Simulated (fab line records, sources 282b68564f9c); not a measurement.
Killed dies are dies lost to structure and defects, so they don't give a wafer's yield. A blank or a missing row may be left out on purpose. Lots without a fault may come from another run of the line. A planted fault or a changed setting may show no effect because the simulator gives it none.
Which tool did it? | flow rit_cmos | 14 lots, 42 wafers sampled, at 5 steps of a route of 202

WHAT THE GAUGES READ, wafer by wafer
RIT_SDANNEAL_RS_MEAS_04: measures by four-point-probe.
lot  | measured    | on            | PSD_RS (ohm/sq)
L368 | day 3 01:28 | film_metro-03 | 115.4 115.5 115.5
L369 | day 3 07:16 | film_metro-04 | 116.1 115.8 115.5
L370 | day 3 11:03 | film_metro-04 | 116.7 116.2 116.0
L371 | day 3 16:26 | film_metro-02 | 115.8 116.0 116.1
L372 | day 3 20:43 | film_metro-04 | 116.5 116.1 116.3
L373 | day 4 02:57 | film_metro-02 | 116.4 116.3 116.1
L374 | day 4 08:35 | film_metro-04 | 116.0 115.8 116.2
L376 | day 4 16:59 | film_metro-03 | 72.4 72.7 72.3
L378 | day 5 04:08 | film_metro-02 | 72.1 72.2 72.2
L380 | day 5 13:10 | film_metro-03 | 72.1 72.4 72.5
L385 | day 6 15:49 | film_metro-02 | 115.9 116.3 116.0
L387 | day 6 23:56 | film_metro-04 | 116.4 116.4 116.2
L389 | day 7 11:01 | film_metro-03 | 116.4 116.0 116.5
L391 | day 8 01:23 | film_metro-03 | 115.4 116.1 116.0

RIT_SDANNEAL_RS_MEAS_05: measures by four-point-probe.
lot  | measured    | on            | NSD_RS (ohm/sq)
L368 | day 3 01:35 | film_metro-03 | 82.99 83.20 82.81
L369 | day 3 07:23 | film_metro-04 | 83.67 83.11 83.22
L370 | day 3 11:10 | film_metro-04 | 83.35 83.20 83.36
L371 | day 3 16:33 | film_metro-02 | 82.87 82.93 83.15
L372 | day 3 20:50 | film_metro-04 | 83.85 83.77 83.66
L373 | day 4 03:04 | film_metro-02 | 83.31 83.26 83.00
L374 | day 4 08:42 | film_metro-04 | 83.64 83.60 83.32
L376 | day 4 17:07 | film_metro-03 | 76.06 76.30 76.16
L378 | day 5 04:16 | film_metro-02 | 75.78 75.89 75.66
L380 | day 5 13:17 | film_metro-03 | 75.68 76.26 75.99
L385 | day 6 15:56 | film_metro-02 | 83.44 83.16 83.38
L387 | day 7 00:04 | film_metro-04 | 83.54 83.37 83.60
L389 | day 7 11:08 | film_metro-03 | 82.82 82.98 82.71
L391 | day 8 01:31 | film_metro-03 | 83.51 83.59 83.83

RIT_SDANNEAL_RS_MEAS_06: measures by four-point-probe.
lot  | measured    | on            | PLDD_RS (ohm/sq)
L368 | day 3 01:42 | film_metro-03 | 178.8 179.0 179.5
L369 | day 3 07:31 | film_metro-04 | 179.4 179.7 178.9
L370 | day 3 11:17 | film_metro-04 | 179.6 180.2 179.5
L371 | day 3 16:40 | film_metro-02 | 179.7 180.1 180.0
L372 | day 3 20:58 | film_metro-04 | 179.5 179.8 179.9
L373 | day 4 03:11 | film_metro-02 | 179.8 180.1 179.9
L374 | day 4 08:49 | film_metro-04 | 180.2 179.8 180.0
L376 | day 4 17:14 | film_metro-03 | 140.8 141.7 141.0
L378 | day 5 04:23 | film_metro-02 | 141.2 141.5 141.6
L380 | day 5 13:24 | film_metro-03 | 141.6 141.5 141.5
L385 | day 6 16:04 | film_metro-02 | 179.7 180.0 179.3
L387 | day 7 00:11 | film_metro-04 | 180.1 179.7 179.7
L389 | day 7 11:16 | film_metro-03 | 179.7 179.6 180.3
L391 | day 8 01:38 | film_metro-03 | 179.2 179.5 179.1

RIT_SDANNEAL_RS_MEAS_07: measures by four-point-probe.
lot  | measured    | on            | NLDD_RS (ohm/sq)
L368 | day 3 01:49 | film_metro-03 | 155.1 155.5 155.3
L369 | day 3 07:38 | film_metro-04 | 156.1 155.6 155.2
L370 | day 3 11:25 | film_metro-04 | 153.9 153.6 154.3
L371 | day 3 16:47 | film_metro-02 | 154.4 154.2 154.1
L372 | day 3 21:05 | film_metro-04 | 154.9 155.0 154.7
L373 | day 4 03:19 | film_metro-02 | 155.4 155.0 155.3
L374 | day 4 08:56 | film_metro-04 | 154.1 154.6 154.0
L376 | day 4 17:21 | film_metro-03 | 146.6 145.9 146.6
L378 | day 5 04:30 | film_metro-02 | 147.1 146.5 148.0
L380 | day 5 13:31 | film_metro-03 | 145.7 145.9 146.2
L385 | day 6 16:11 | film_metro-02 | 154.6 154.1 154.3
L387 | day 7 00:18 | film_metro-04 | 154.5 155.0 154.7
L389 | day 7 11:23 | film_metro-03 | 154.4 154.4 154.3
L391 | day 8 01:45 | film_metro-03 | 154.4 154.0 154.7

WHICH TOOL RAN EACH LOT (tool, then ch and the chambers of the sampled wafers, then the start)
lot  | RIT_SDANNEAL_RTA_03
L368 | rtp_anneal-02 ch 0, day 3 01:23
L369 | rtp_anneal-01 ch 0, day 3 07:11
L370 | rtp_anneal-02 ch 0, day 3 10:59
L371 | rtp_anneal-01 ch 0, day 3 16:22
L372 | rtp_anneal-02 ch 0, day 3 20:38
L373 | rtp_anneal-01 ch 0, day 4 02:53
L374 | rtp_anneal-02 ch 0, day 4 08:31
L376 | rtp_anneal-02 ch 0, day 4 16:55
L378 | rtp_anneal-02 ch 0, day 5 04:05
L380 | rtp_anneal-02 ch 0, day 5 13:05
L385 | rtp_anneal-01 ch 0, day 6 15:44
L387 | rtp_anneal-01 ch 0, day 6 23:52
L389 | rtp_anneal-01 ch 0, day 7 10:58
L391 | rtp_anneal-01 ch 0, day 8 01:19
- RIT_SDANNEAL_RTA_03: time 5 s.

WHAT THE TOOLS THEMSELVES READ (means of the sampled wafers that have a number; where no wafer has one, the mark that the record gives instead)
RIT_SDANNEAL_RTA_03.
lot  | tool          | wafer_temp_C_max
L368 | rtp_anneal-02 | 1052.9
L369 | rtp_anneal-01 | 1053.7
L370 | rtp_anneal-02 | 1053.1
L371 | rtp_anneal-01 | 1053.7
L372 | rtp_anneal-02 | 1053.4
L373 | rtp_anneal-01 | 1054.2
L374 | rtp_anneal-02 | 1054.0
L376 | rtp_anneal-02 | 1054.3
L378 | rtp_anneal-02 | 1054.7
L380 | rtp_anneal-02 | 1053.9
L385 | rtp_anneal-01 | 1053.0
L387 | rtp_anneal-01 | 1053.7
L389 | rtp_anneal-01 | 1053.0
L391 | rtp_anneal-01 | 1053.2

THE ANSWER, worked out from the rows above alone
Rule: what is usual is taken from the lots themselves. Put in order of their means at a reading, lots are off if they are a third of the lots or fewer, leave a main group of 4 or more, and stand apart from it by a gap of 3 or more times the standard deviation of the main group's means; of several such gaps the widest counts. A main group whose means are all the same, to the digits that the tables above print for the reading, isn't used. A lot without any number at a reading at which 4 lots or more have one is off too. The other lots that the step has rows for count as sound. The gauges are gone through in route order, then the tools' own readings, and for those a lot's mean is taken as printed above. The first step at which some lot is off is used, and at that step the reading that is off furthest; a lot without a number counts as furthest.
Off: L376, L378, L380, at RIT_SDANNEAL_RS_MEAS_04 (PSD_RS). The main group: mean 116.1 ohm/sq, standard deviation 0.27.
A tool fits if, at a process step before that reading, it ran every lot that is off, and no sound lot after the first of them. The gauges at RIT_SDANNEAL_RS_MEAS_04 are tried like those tools. One fits: rtp_anneal-02 at RIT_SDANNEAL_RTA_03. Its last sound lot is L374 (day 4 08:31), its first lot that is off L376 (day 4 16:55): a fault that began between those two fits.

WHAT THE SIMULATOR HAD PUT IN
Process parameter drift: rtp_anneal-02, from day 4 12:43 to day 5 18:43, at RIT_SDANNEAL_RTA_03. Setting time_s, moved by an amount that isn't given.
Lots struck among those shown: L376, L378, L380. The rule above found the same.
